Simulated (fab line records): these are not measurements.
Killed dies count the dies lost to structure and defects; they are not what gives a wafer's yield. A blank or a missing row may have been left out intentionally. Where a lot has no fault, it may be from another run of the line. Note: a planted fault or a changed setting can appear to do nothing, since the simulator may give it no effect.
Which tool was responsible? ; flow berkeleyCmos170 ; 14 lots with 42 wafers sampled at 6 steps, on a route of 331 steps

## WHAT THE GAUGES READ, wafer by wafer
UCB170_PWELL_OVL_MEAS_13. Usual: PWELL_OVL -3 nm, standard deviation 5.8.
lot;measured;on;PWELL_OVL (nm);flag
L860;day 3 13:09;overlay-02;1 4 -3;
L861;day 3 13:26;overlay-02;-11 -18 -18;
L864;day 4 12:32;overlay-02;-9 -6 -7;
L865;day 4 16:23;overlay-02;-9 -10 5;
L868;day 5 04:28;overlay-02;-3 -3 -10;
L869;day 5 17:55;overlay-02;3 3 0;
L870;day 5 18:07;overlay-01;5 4 -1;
L872;day 6 02:45;overlay-01;1 0 2;
L876;day 6 21:04;overlay-02;-2 -9 -6;
L875;day 6 21:20;overlay-02;-4 2 -6;
L879;day 7 17:34;overlay-02;-8 -7 -6;
L880;day 7 17:53;overlay-02;0 -4 -2;
L882;day 8 00:16;overlay-01;-2 -6 8;
L881;day 8 00:40;overlay-02;-4 -4 -2;

UCB170_PFIELD_TW_MEAS_09. Usual: PFIELD_TW 597, standard deviation 3.5.
lot;measured;on;PFIELD_TW;flag
L860;day 5 04:10;filmMetro-01;594 598 598;
L861;day 5 03:37;filmMetro-04;600 598 601;
L864;day 6 10:30;filmMetro-03;593 594 596;
L865;day 6 10:20;filmMetro-04;597 601 602;
L868;day 6 20:52;filmMetro-01;604 600 607;
L869;day 7 06:01;filmMetro-04;598 598 595;
L870;day 7 06:13;filmMetro-04;597 600 599;
L872;day 7 09:59;filmMetro-04;598 600 597;
L876;day 8 07:30;filmMetro-04;595 596 596;
L875;day 8 06:56;filmMetro-03;591 591 592;
L879;day 9 06:22;filmMetro-01;600 603 605;
L880;day 9 06:49;filmMetro-03;589 589 594;
L882;day 9 06:35;filmMetro-04;600 600 597;
L881;day 9 07:04;filmMetro-04;602 600 601;

UCB170_NVT_OVL_MEAS_06. Usual: NVT_OVL 1 nm, standard deviation 4.9.
lot;measured;on;NVT_OVL (nm);flag
L860;day 6 19:16;overlay-01;6 -1 6;
L861;day 6 19:02;overlay-01;3 7 3;
L864;day 7 21:12;overlay-01;-1 0 6;
L865;day 7 20:58;overlay-02;8 5 6;
L868;day 8 06:34;overlay-02;-4 -10 -5;
L869;day 8 15:41;overlay-01;0 0 5;
L870;day 8 16:03;overlay-01;2 7 2;
L872;day 8 15:55;overlay-02;2 0 0;
L876;day 9 17:30;overlay-02;- - -;OFF
L875;day 9 17:34;overlay-02;- - -;OFF
L879;day 10 18:07;overlay-01;-1 -3 9;
L880;day 10 17:06;overlay-02;6 1 5;
L882;day 10 18:02;overlay-02;-4 4 -5;
L881;day 10 17:46;overlay-02;0 -3 10;

UCB170_PVT_TW_MEAS_09. Usual: PVT_TW 506, standard deviation 3.9.
lot;measured;on;PVT_TW;flag
L860;day 6 21:54;filmMetro-04;502 503 502;
L861;day 6 21:55;filmMetro-02;511 507 511;
L864;day 7 23:35;filmMetro-04;506 507 505;
L865;day 7 23:03;filmMetro-03;505 506 502;
L868;day 8 08:40;filmMetro-02;511 510 509;
L869;day 8 18:30;filmMetro-03;500 504 502;
L870;day 8 18:22;filmMetro-02;514 512 512;
L872;day 8 18:23;filmMetro-03;503 503 504;
L876;day 9 21:14;filmMetro-04;638 640 643 640 637 642;OFF
L875;day 9 20:57;filmMetro-03;635 632 632 635 631 634;OFF
L879;day 10 21:02;filmMetro-02;509 508 509;
L880;day 10 20:13;filmMetro-04;509 507 510;
L882;day 10 20:41;filmMetro-03;503 504 504;
L881;day 10 20:30;filmMetro-02;511 513 506;

## WHAT TOOL EACH LOT RAN ON (gives the tool, then ch and the chambers of the sampled wafers, and finally the start)
lot;UCB170_ACTIVE_STRIP_16;UCB170_NVT_COAT_01
L860;plasmaAsher-02 ch 0,1, day 5 01:32;lithoTrack-04 ch 0, day 6 18:10
L861;plasmaAsher-04 ch 0,1, day 5 01:29;lithoTrack-01 ch 0, day 6 18:12
L864;plasmaAsher-02 ch 0,1, day 6 08:43;lithoTrack-02 ch 0, day 7 20:10
L865;plasmaAsher-03 ch 0,1, day 6 08:28;lithoTrack-04 ch 0, day 7 20:11
L868;plasmaAsher-04 ch 1, day 6 19:00;lithoTrack-01 ch 0, day 8 05:34
L869;plasmaAsher-04 ch 0,1, day 7 02:52;lithoTrack-04 ch 0, day 8 14:59
L870;plasmaAsher-02 ch 0,1, day 7 03:07;lithoTrack-01 ch 0, day 8 15:04
L872;plasmaAsher-03 ch 0,1, day 7 08:05;lithoTrack-02 ch 0, day 8 14:59
L876;plasmaAsher-02 ch 0,1, day 8 05:18;lithoTrack-04, day 9 15:50
L875;plasmaAsher-03 ch 0,1, day 8 04:56;lithoTrack-02, day 9 15:50
L879;plasmaAsher-02 ch 0,1, day 9 04:00;lithoTrack-01 ch 0, day 10 16:35
L880;plasmaAsher-03 ch 0,1, day 9 04:22;lithoTrack-02 ch 0, day 10 15:50
L882;plasmaAsher-04 ch 0,1, day 9 04:14;lithoTrack-02 ch 0, day 10 16:18
L881;plasmaAsher-04 ch 0,1, day 9 04:57;lithoTrack-04 ch 0, day 10 16:08
- UCB170_ACTIVE_STRIP_16: strips in O2.
- UCB170_NVT_COAT_01: resist thk 900 nm.

## WHAT THE TOOLS THEMSELVES READ (means of the sampled wafers that have a number; where no wafer has one, the mark that the record gives instead)
UCB170_ACTIVE_STRIP_16. Usual: drypumpMotorCurrentA 5.9 A, standard deviation 0.42; oesProductAu 0.721 a.u., standard deviation 0.0043; stripTimeToEndpointS 17.96 s, standard deviation 0.086.
lot;tool;drypumpMotorCurrentA (A);oesProductAu (a.u.);stripTimeToEndpointS (s);flag
L860;plasmaAsher-02;5.7;0.723;17.87;
L861;plasmaAsher-04;5.9;0.721;18.13;
L864;plasmaAsher-02;5.7;0.725;17.93;
L865;plasmaAsher-03;6.0;0.724;18.11;
L868;plasmaAsher-04;5.6;0.717;17.88;
L869;plasmaAsher-04;5.9;0.719;18.00;
L870;plasmaAsher-02;5.5;0.721;17.97;
L872;plasmaAsher-03;6.0;0.723;17.92;
L876;plasmaAsher-02;5.7;0.722;17.89;
L875;plasmaAsher-03;5.9;0.721;17.95;
L879;plasmaAsher-02;5.5;0.724;17.89;
L880;plasmaAsher-03;6.2;0.719;18.01;
L882;plasmaAsher-04;5.9;0.723;17.99;
L881;plasmaAsher-04;6.2;0.717;18.01;

UCB170_NVT_COAT_01. Usual: chillPlateTempC 22.99 C, standard deviation 0.1; dispensePressureKPa 49.7 kPa, standard deviation 2.5; spinSpeedRpm 1500.2 rpm, standard deviation 0.99.
lot;tool;chillPlateTempC (C);dispensePressureKPa (kPa);spinSpeedRpm (rpm);flag
L860;lithoTrack-04;22.92;51.9;1500.1;
L861;lithoTrack-01;22.99;45.8;1501.6;
L864;lithoTrack-02;22.99;50.5;1499.3;
L865;lithoTrack-04;22.96;51.9;1499.5;
L868;lithoTrack-01;23.02;45.8;1501.4;
L869;lithoTrack-04;23.08;51.8;1500.1;
L870;lithoTrack-01;22.95;45.8;1499.1;
L872;lithoTrack-02;23.03;50.5;1500.2;
L876;lithoTrack-04;-;-;-;OFF
L875;lithoTrack-02;-;-;-;OFF
L879;lithoTrack-01;23.02;45.8;1500.2;
L880;lithoTrack-02;23.04;50.6;1499.3;
L882;lithoTrack-02;23.07;50.5;1501.1;
L881;lithoTrack-04;22.95;51.8;1500.3;

## THE ANSWER, worked out from the rows above alone
Rule: lot off if the mean of its wafers having a number is beyond 3 standard deviations from the usual mean. A lot without any number at a reading at which 4 lots or more have one is off too. The other lots that the step has rows for count as sound. Order of review: gauges by route order, followed by the tools' own readings, for which a lot's mean as printed above is used. At the first step where some lot is off, the reading lying furthest off is the one used; lots without a number count as furthest.
Off: L876, L875, seen at UCB170_NVT_OVL_MEAS_06 (NVT_OVL). Without a number there: L876, L875.
If a tool, at a process step before that reading, ran all the lots that are off and no sound lot after the first of them, it fits. The gauges at UCB170_NVT_OVL_MEAS_06 aren't tried: what is off there is off at UCB170_PVT_TW_MEAS_09 too, on other tools, and a gauge's error can't cause that. Not one of the candidates tried fits.

## WHAT THE SIMULATOR PUT IN
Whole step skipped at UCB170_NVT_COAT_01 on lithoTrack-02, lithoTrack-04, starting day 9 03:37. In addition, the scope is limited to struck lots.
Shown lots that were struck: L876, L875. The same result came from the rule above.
